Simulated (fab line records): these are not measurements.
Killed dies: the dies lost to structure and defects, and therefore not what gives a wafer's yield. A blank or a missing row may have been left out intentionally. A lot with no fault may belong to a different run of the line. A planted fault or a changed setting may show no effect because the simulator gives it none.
Which tool was responsible? + flow berkeley-cmos170 + 42 wafers from 14 lots sampled at 5 of the route's 331 steps

WHAT EACH GAUGE READ, for each wafer
UCB170_PWELL_THK_MEAS_03.
| lot  | measured    | on            | PWELL_OXIDE_THK (nm) |
|------|-------------|---------------|----------------------|
| L821 | day 2 23:46 | film-metro-02 | 26.6 26.6 26.0       |
| L824 | day 3 15:59 | film-metro-02 | 26.0 26.3 26.3       |
| L825 | day 3 15:59 | film-metro-03 | 26.6 26.3 26.4       |
| L826 | day 4 00:31 | film-metro-03 | 26.8 26.6 26.6       |
| L827 | day 4 12:56 | film-metro-03 | 26.6 26.4 26.9       |
| L829 | day 4 12:56 | film-metro-04 | 26.5 26.3 26.0       |
| L830 | day 4 20:47 | film-metro-02 | 26.0 25.8 25.6       |
| L833 | day 5 06:43 | film-metro-04 | 25.3 25.3 25.1       |
| L834 | day 5 16:10 | film-metro-03 | 26.2 26.2 26.3       |
| L835 | day 5 23:08 | film-metro-04 | 26.2 26.9 26.5       |
| L836 | day 6 04:50 | film-metro-04 | 26.1 26.0 26.2       |
| L837 | day 6 04:51 | film-metro-02 | 26.4 26.6 26.6       |
| L841 | day 7 04:38 | film-metro-02 | 26.2 26.3 26.3       |
| L844 | day 7 19:18 | film-metro-03 | 26.8 26.1 26.6       |

UCB170_GATE_CD_MEAS_90: target cd 350 nm.
| lot  | measured     | on        | cd-nm (nm)        |
|------|--------------|-----------|-------------------|
| L821 | day 7 06:05  | cd-sem-01 | 348.0 346.2 347.7 |
| L824 | day 7 19:25  | cd-sem-02 | 348.3 345.3 348.2 |
| L825 | day 7 19:10  | cd-sem-02 | 350.0 350.8 349.6 |
| L826 | day 7 19:33  | cd-sem-02 | 348.5 349.5 349.2 |
| L827 | day 8 21:02  | cd-sem-02 | 349.1 349.8 348.2 |
| L829 | day 8 20:17  | cd-sem-02 | 349.5 349.9 349.9 |
| L830 | day 8 20:41  | cd-sem-01 | 349.5 348.2 350.6 |
| L833 | day 9 04:34  | cd-sem-02 | 351.2 352.2 352.8 |
| L834 | day 9 20:37  | cd-sem-02 | 350.1 351.9 351.9 |
| L835 | day 10 04:24 | cd-sem-01 | 348.4 348.1 347.5 |
| L836 | day 10 11:11 | cd-sem-01 | 348.9 348.5 347.5 |
| L837 | day 10 10:58 | cd-sem-02 | 350.3 350.8 351.7 |
| L841 | day 11 16:56 | cd-sem-02 | 349.4 348.8 348.9 |
| L844 | day 12 01:55 | cd-sem-02 | 353.9 355.4 353.5 |

UCB170_M1_RS_MEAS_01: a four-point-probe measurement.
| lot  | measured     | on            | M1_AL_RS (ohm/sq)    |
|------|--------------|---------------|----------------------|
| L821 | day 8 07:26  | film-metro-03 | 0.0485 0.0489 0.0481 |
| L824 | day 8 22:25  | film-metro-03 | 0.0489 0.0485 0.0489 |
| L825 | day 8 17:10  | film-metro-01 | 0.0491 0.0491 0.0491 |
| L826 | day 8 17:29  | film-metro-04 | 0.0482 0.0482 0.0484 |
| L827 | day 9 20:58  | film-metro-01 | 0.0486 0.0487 0.0488 |
| L829 | day 9 18:39  | film-metro-03 | 0.0480 0.0480 0.0478 |
| L830 | day 9 20:50  | film-metro-04 | 0.0500 0.0501 0.0500 |
| L833 | day 10 00:51 | film-metro-03 | 0.0484 0.0482 0.0485 |
| L834 | day 10 21:38 | film-metro-01 | 0.0487 0.0483 0.0486 |
| L835 | day 11 02:05 | film-metro-04 | 0.0478 0.0485 0.0481 |
| L836 | day 11 09:36 | film-metro-03 | 0.0486 0.0490 0.0488 |
| L837 | day 11 10:10 | film-metro-03 | 0.0481 0.0479 0.0482 |
| L841 | day 12 18:27 | film-metro-03 | 0.0634 0.0633 0.0639 |
| L844 | day 12 21:55 | film-metro-03 | 0.0633 0.0629 0.0627 |

UCB170_M1_THK_MEAS_02: measures by xrf.
| lot  | measured     | on            | M1_AL_THK (nm) |
|------|--------------|---------------|----------------|
| L821 | day 8 07:34  | film-metro-03 | 610 603 613    |
| L824 | day 8 22:32  | film-metro-03 | 604 608 603    |
| L825 | day 8 17:17  | film-metro-01 | 607 606 605    |
| L826 | day 8 17:35  | film-metro-04 | 610 610 612    |
| L827 | day 9 21:05  | film-metro-01 | 608 609 608    |
| L829 | day 9 18:46  | film-metro-03 | 610 610 616    |
| L830 | day 9 20:57  | film-metro-04 | 592 591 593    |
| L833 | day 10 00:58 | film-metro-03 | 613 611 610    |
| L834 | day 10 21:44 | film-metro-01 | 609 612 607    |
| L835 | day 11 02:12 | film-metro-04 | 613 602 607    |
| L836 | day 11 09:43 | film-metro-03 | 605 600 599    |
| L837 | day 11 10:17 | film-metro-03 | 610 613 606    |
| L841 | day 12 18:34 | film-metro-03 | 471 469 462    |
| L844 | day 12 22:02 | film-metro-03 | 468 471 476    |

WHICH TOOL RAN EACH LOT (tool, then ch and the chambers of the sampled wafers, then the start)
| lot  | UCB170_M1_SPUTTER_00         |
|------|------------------------------|
| L821 | pvd-sputter-04, day 8 07:23  |
| L824 | pvd-sputter-03, day 8 22:21  |
| L825 | pvd-sputter-01, day 8 17:06  |
| L826 | pvd-sputter-03, day 8 17:24  |
| L827 | pvd-sputter-03, day 9 20:53  |
| L829 | pvd-sputter-03, day 9 18:34  |
| L830 | pvd-sputter-01, day 9 20:46  |
| L833 | pvd-sputter-03, day 10 00:47 |
| L834 | pvd-sputter-01, day 10 21:33 |
| L835 | pvd-sputter-03, day 11 02:01 |
| L836 | pvd-sputter-03, day 11 09:32 |
| L837 | pvd-sputter-04, day 11 10:05 |
| L841 | pvd-sputter-03, day 12 18:23 |
| L844 | pvd-sputter-03, day 12 21:51 |
- UCB170_M1_SPUTTER_00: material Al, target thk 600 nm, time 80 s.

AS READ BY THE TOOLS THEMSELVES (means over the sampled wafers that have a number; for cases with no such wafer, the mark the record gives instead)
UCB170_M1_SPUTTER_00.
| lot  | tool           | throttle-valve-pct (%) |
|------|----------------|------------------------|
| L821 | pvd-sputter-04 | 30.7                   |
| L824 | pvd-sputter-03 | 29.0                   |
| L825 | pvd-sputter-01 | 28.4                   |
| L826 | pvd-sputter-03 | 30.2                   |
| L827 | pvd-sputter-03 | 29.7                   |
| L829 | pvd-sputter-03 | 29.9                   |
| L830 | pvd-sputter-01 | 28.5                   |
| L833 | pvd-sputter-03 | 29.2                   |
| L834 | pvd-sputter-01 | 28.2                   |
| L835 | pvd-sputter-03 | 30.4                   |
| L836 | pvd-sputter-03 | 29.9                   |
| L837 | pvd-sputter-04 | 31.7                   |
| L841 | pvd-sputter-03 | 29.6                   |
| L844 | pvd-sputter-03 | 29.9                   |

THE ANSWER, worked out from the rows above alone
Rule: usual is defined by the lots themselves. Put in order of their means at a reading, lots are off if they are a third of the lots or fewer, leave a main group of 4 or more, and stand apart from it by a gap of 3 or more times the standard deviation of the main group's means; of several such gaps the widest counts. A main group is skipped when, at the precision printed for the reading in the tables above, its means are all equal. A lot without any number at a reading at which 4 lots or more have one is off too. All remaining lots with rows at the step are treated as sound. After the gauges, taken in route order, come the tools' own readings; for these a lot's mean is taken, as printed above. At the first step where some lot is off, the reading lying furthest off is the one used; lots without a number count as furthest.
Off: L841, L844, seen at UCB170_M1_RS_MEAS_01 (M1_AL_RS). For the main group the mean is 0.0486 ohm/sq and the standard deviation 0.00054.
A tool fits if, at a process step before that reading, it ran every lot that is off, and no sound lot after the first of them. Gauges at UCB170_M1_RS_MEAS_01: tried the same way as those tools. Undecided on this evidence; 2 tools fit (pvd-sputter-03 at UCB170_M1_SPUTTER_00, film-metro-03 at UCB170_M1_RS_MEAS_01).

WHAT THE SIMULATOR PUT IN
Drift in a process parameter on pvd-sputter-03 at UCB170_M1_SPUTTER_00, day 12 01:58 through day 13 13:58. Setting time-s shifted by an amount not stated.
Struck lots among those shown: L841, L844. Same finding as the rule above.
